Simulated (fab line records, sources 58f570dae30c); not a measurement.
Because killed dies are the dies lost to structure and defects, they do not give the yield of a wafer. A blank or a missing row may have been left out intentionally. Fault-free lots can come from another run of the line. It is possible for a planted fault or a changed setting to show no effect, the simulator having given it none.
Which of the tools did it? || flow berkeley_cmos170 || 21 wafers from 7 lots sampled at 2 of the route's 331 steps

WHAT EACH GAUGE READ, for each wafer
UCB170_PWELL_TW_MEAS_17.
{"lot": "L160", "measured": "day 3 08:51", "on": "film_metro-03", "PWELL_TW": "373.8 375.8 374.3"}
{"lot": "L162", "measured": "day 3 18:49", "on": "film_metro-02", "PWELL_TW": "378.3 375.4 378.3"}
{"lot": "L164", "measured": "day 4 07:12", "on": "film_metro-04", "PWELL_TW": "377.8 378.5 378.3"}
{"lot": "L167", "measured": "day 5 00:40", "on": "film_metro-04", "PWELL_TW": "374.9 376.8 376.4"}
{"lot": "L171", "measured": "day 5 08:08", "on": "film_metro-03", "PWELL_TW": "312.9 314.3 314.8"}
{"lot": "L174", "measured": "day 6 04:40", "on": "film_metro-02", "PWELL_TW": "315.8 314.5 315.3"}
{"lot": "L181", "measured": "day 7 16:12", "on": "film_metro-03", "PWELL_TW": "375.4 375.9 376.2"}

TOOL THAT RAN EACH LOT (tool first, then ch and the chambers of the sampled wafers, then the start)
{"lot": "L160", "UCB170_PWELL_IMPLANT_15": "implanter-04 ch 0, day 3 08:35"}
{"lot": "L162", "UCB170_PWELL_IMPLANT_15": "implanter-04 ch 0, day 3 18:34"}
{"lot": "L164", "UCB170_PWELL_IMPLANT_15": "implanter-02 ch 0, day 4 06:57"}
{"lot": "L167", "UCB170_PWELL_IMPLANT_15": "implanter-04 ch 0, day 5 00:25"}
{"lot": "L171", "UCB170_PWELL_IMPLANT_15": "implanter-04 ch 0, day 5 07:53"}
{"lot": "L174", "UCB170_PWELL_IMPLANT_15": "implanter-04 ch 0, day 6 04:25"}
{"lot": "L181", "UCB170_PWELL_IMPLANT_15": "implanter-01 ch 0, day 7 15:59"}
- UCB170_PWELL_IMPLANT_15

THE ANSWER, worked out from the rows above alone
Rule: what is usual is taken from the lots themselves. The widest of any qualifying gaps counts: lots, ordered by their means at a reading, are off when they make up no more than a third of the lots, leave a main group of 4 or more, and stand apart from it by 3 or more times the standard deviation of that group's means. A main group whose means are all the same, to the digits that the tables above print for the reading, isn't used. A lot without any number at a reading at which 4 lots or more have one is off too. All remaining lots with rows at the step are treated as sound.
Off: L171, L174, at UCB170_PWELL_TW_MEAS_17 (PWELL_TW). Main group: mean 376.4, sd 1.2.
A tool fits if, at a process step before that reading, it ran every lot that is off, and no sound lot after the first of them. The gauges at UCB170_PWELL_TW_MEAS_17 are tried like those tools. One fits: UCB170_PWELL_IMPLANT_15 on implanter-04. Its last sound lot is L167 (day 5 00:25), its first lot that is off L171 (day 5 07:53): a fault that began between those two fits.

WHAT THE SIMULATOR HAD PUT IN
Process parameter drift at UCB170_PWELL_IMPLANT_15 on implanter-04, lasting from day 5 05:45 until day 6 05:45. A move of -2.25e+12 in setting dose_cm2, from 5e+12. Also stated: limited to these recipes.
Struck lots among those shown: L171, L174. The rule above reached the same finding.
